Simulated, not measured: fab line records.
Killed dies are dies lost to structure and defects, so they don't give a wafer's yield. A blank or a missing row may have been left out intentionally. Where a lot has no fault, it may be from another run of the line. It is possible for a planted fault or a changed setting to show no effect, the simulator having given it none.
Struck lot and sound lot, side by side :: flow berkeley-cmos170 :: 17 out of 331 route steps
Sound: these wafers, L133.1, L133.4, L133.6. Wafers struck: L139.2, L139.5, L139.6. The cause is given at the end.
Per side, at each step with rows, come the tool, then ch with its chambers, and then its first start. Under that, the readings that differ: sound wafers :: struck wafers :: difference of the means :: sigmas: that difference in standard deviations of wafers without a fault.
alike: readings with means less than 2 such deviations apart, plus words and numbers identical on both sides. not compared: withheld readings, readings lacking a value on some wafer, bounds such as >300 that could conceal the same value, and numbers that have no deviation in the record and whose values overlap.
The two part at a step that has a row with sigmas, a row that says differs or no value, or rows on one side only. When numbers do not overlap yet have no deviation, they are printed without sigmas and do not part them. A reading that every wafer of one side lacks parts them only if that side has two wafers or more.

first, 5 steps without rows for these wafers: UCB170_NLDD_COAT_01 (resist thk 900 nm); UCB170_NLDD_SOFTBAKE_02 (time 60 s); UCB170_NLDD_EXPOSE_03 (exposes mask NSELECT, target cd 1200 nm); UCB170_NLDD_PEB_04; UCB170_NLDD_DEVELOP_05 (develop time 45 s).
UCB170_NLDD_CD_MEAS_06 targets a cd of 1200 nm.
  struck on cd-sem-02, day 10 22:22; sound on cd-sem-01, day 10 03:21
  alike: cd-nm
UCB170_NLDD_OVL_MEAS_07:
  struck on overlay-02, day 10 22:28; sound on overlay-02, day 10 03:28
  alike: NLDD_OVL
then, 2 steps without rows for these wafers: UCB170_NLDD_IMPLANT_08; UCB170_NLDD_IMPLANT_09.
UCB170_NLDD_STRIP_10: strips in O2.
  sound on plasma-asher-04 ch 0,1, day 10 03:48; struck on plasma-asher-04 ch 0,1, day 10 22:48
  alike: drypump-motor-current-A, oes-product-au, strip-time-to-endpoint-s
  not compared: rf-hours-counter-h
UCB170_NLDD_TW_MEAS_11:
  struck on film-metro-03, day 10 22:55; sound on film-metro-01, day 10 03:54
  alike: NLDD_TW
then, 1 step without rows for these wafers: UCB170_NLDD_CLEAN_12 (cleans in SPM, time 600 s).
UCB170_SPACER_CVD_00: deposits SiO2 from TEOS/O2, target thk 376 nm, time 47 s.
  sound on pecvd-02 ch 1,2, day 10 04:08; struck on pecvd-03 ch 0,1, day 10 23:08
reading: model.SiO2_of_SPACER_CVD_00.thk-nm (nm)
sound: 374.9 377.4 381
struck: 331.8 332.5 333.3
difference: -45.2
sigmas: 
  alike: heater-power-w
UCB170_SPACER_THK_MEAS_01:
  struck on film-metro-02, day 10 23:25; sound on film-metro-02, day 10 04:11
reading: SPACER_TEOS_THK (nm)
sound: 375 377 381
struck: 332 333 333
difference: -45
sigmas: -9
  not compared: hold
UCB170_SPACER_ETCHBACK_03: etches SiO2 in CHF3/CF4/Ar, stops on Si, target depth 376 nm, time 100 s.
  sound on rie-diel-04 ch 2,3, day 10 08:23; struck on rie-diel-02 ch 0,1,3, day 11 08:12
reading: oes-product-au (a.u.)
sound: 0.898 0.897 0.906
struck: 0.830 0.850 0.826
difference: -0.065
sigmas: -4

reading: model.etch.depth-nm (nm)
sound: 374.9 377.4 381
struck: 331.8 332.5 333.3
difference: -45.2
sigmas: 
  alike: drypump-motor-current-A, throttle-valve-pct
  not compared: rf-hours-counter-h
then, 1 step without rows for these wafers: UCB170_PSD_HMDS_00 (prime time 60 s).
UCB170_M3_PROBE_99:
  sound wafers here have rows in the record (prober-02, day 11 12:55); struck ones have none

## WHERE THEY PART
First at UCB170_SPACER_THK_MEAS_01; last, within this record, at UCB170_M3_PROBE_99.

WHY: what had been put in by the simulator
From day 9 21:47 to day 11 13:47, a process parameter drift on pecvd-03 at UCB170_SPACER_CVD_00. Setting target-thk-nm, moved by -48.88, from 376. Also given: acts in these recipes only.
